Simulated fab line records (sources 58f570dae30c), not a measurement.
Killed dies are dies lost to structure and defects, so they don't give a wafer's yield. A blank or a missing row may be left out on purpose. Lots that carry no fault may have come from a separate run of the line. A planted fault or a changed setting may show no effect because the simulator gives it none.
2 desks looking at one fault | flow berkeleyCmos170 | numbers are kept per desk, each desk with only its own; the story behind them comes last

== THE TOOL OWNER'S DESK: rieMetal-01 ==
The tool's own readings at UCB170_M1_METAL_ETCH_12 (etches Al in Cl2/BCl3, stops on PSG, target depth 780 nm, time 130 s): means of the sampled wafers that have a number, for each lot that ran on this tool. The brackets show how far a lot's mean lies from the usual mean; more than 4 standard deviations puts the lot out of limits, marked OUT.
Columns: A = drypumpMotorCurrentA at UCB170_M1_METAL_ETCH_12, usual 5.8 A; B = oesProductAu at UCB170_M1_METAL_ETCH_12, usual 0.853 a.u.; C = throttleValvePct at UCB170_M1_METAL_ETCH_12, usual 24.64 %
lot  | first seen here | A   | B     | C
L707 | day 8 06:28     | 5.1 | 0.845 | 24.51
L715 | day 10 01:40    | 5.1 | 0.857 | 24.50
L718 | day 10 13:05    | 5.2 | 0.849 | 24.55
This desk's verdict: no lot among the 3 shows anything out of limits.

== THE METROLOGY DESK ==
What the gauges read for every lot (on any tool): the sampled wafers with a number, averaged. The brackets show how far a lot's mean lies from the usual mean; more than 4 standard deviations puts the lot out of limits, marked OUT.
Columns: A = M1_AL_RS at UCB170_M1_RS_MEAS_01, usual 0.0486 ohm/sq; B = M1_AL_THK at UCB170_M1_THK_MEAS_02, usual 599 nm; C = cdNm at UCB170_M1_CD_MEAS_09, usual 699.8 nm; D = M1_OVL at UCB170_M1_OVL_MEAS_10, usual -2 nm
lot  | first seen here | A      | B   | C     | D
L707 | day 8 04:50     | 0.0498 | 582 | 700.2 | -3
L708 | day 8 15:17     | 0.0480 | 605 | 698.5 | 6
L715 | day 10 00:19    | 0.0484 | 597 | 699.2 | 2
L718 | day 10 11:32    | 0.0488 | 592 | 701.4 | -3
L723 | day 11 11:05    | 0.0488 | 605 | 698.8 | -8
L722 | day 11 11:29    | 0.0479 | 608 | 700.3 | 0
This desk's verdict: no lot among the 6 shows anything out of limits.

== TAKEN TOGETHER ==
The desk of the tool owner found nothing out of limits.
Metrology desk: nothing out of limits seen.

== WHAT WAS PUT IN BY THE SIMULATOR ==
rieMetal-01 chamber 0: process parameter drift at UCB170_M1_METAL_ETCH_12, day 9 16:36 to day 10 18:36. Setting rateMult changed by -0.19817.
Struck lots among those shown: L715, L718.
